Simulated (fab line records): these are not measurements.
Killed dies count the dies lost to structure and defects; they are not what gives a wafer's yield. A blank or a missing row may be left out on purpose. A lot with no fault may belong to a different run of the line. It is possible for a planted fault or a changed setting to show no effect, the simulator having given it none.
Matching of chambers	flow rit cmos	rie diel-04 running RIT_SPACER_ETCHBACK_05: 4 sister chambers
The step etches Si3N4 in SF6/CHF3, stops on SiO2, target depth 250 nm, time 240 s. 8 wafers are shown with their chamber, then 7 later ones without.

## WAFERS, EACH WITH ITS CHAMBER
wafer	chamber	throttle valve pct (%)	run length s (s)
L527.5	1	10.31	269.6
L529.4	2	10.10	268.2
L529.5	3	10.14	267.7
L532.1	2	10.09	268.2
L532.5	1	10.32	269.1
L532.6	0	10.02	268.6
L533.3	0	10.03	268.6
L533.5	3	10.14	267.8

## WAFERS WITH NO CHAMBER GIVEN
wafer	throttle valve pct (%)	run length s (s)
L533.6	10.01	268.3
L545.1	10.14	268.0
L545.2	10.31	269.2
L545.6	10.02	268.4
L546.4	10.09	268.4
L546.5	9.99	268.5
L546.6	10.32	268.8

## WHICH CHAMBER EACH ONE RAN IN
wafer	from the rows above	in truth
L533.6	0	0
L545.1	3	3
L545.2	1	1
L545.6	0	0
L546.4	2	2
L546.5	0	0
L546.6	1	1
Correct placement for 7 of the 7. From these rows, 0 cannot be placed. Placed wrongly: 0.
How it was worked out, from the rows above alone: a wafer's distance from a chamber is the root of the sum, over the readings, of the square of ((its reading less the chamber's mean) divided by the reading's scatter). The wafer belongs to the nearest chamber; if the next one is less than 2 further off, it can't be placed. The mean given for a chamber averages the wafers shown for that chamber. The scatter: the root of (the sum of the squares of (reading less its chamber's mean) over the shown wafers, divided by (wafers less chambers)).
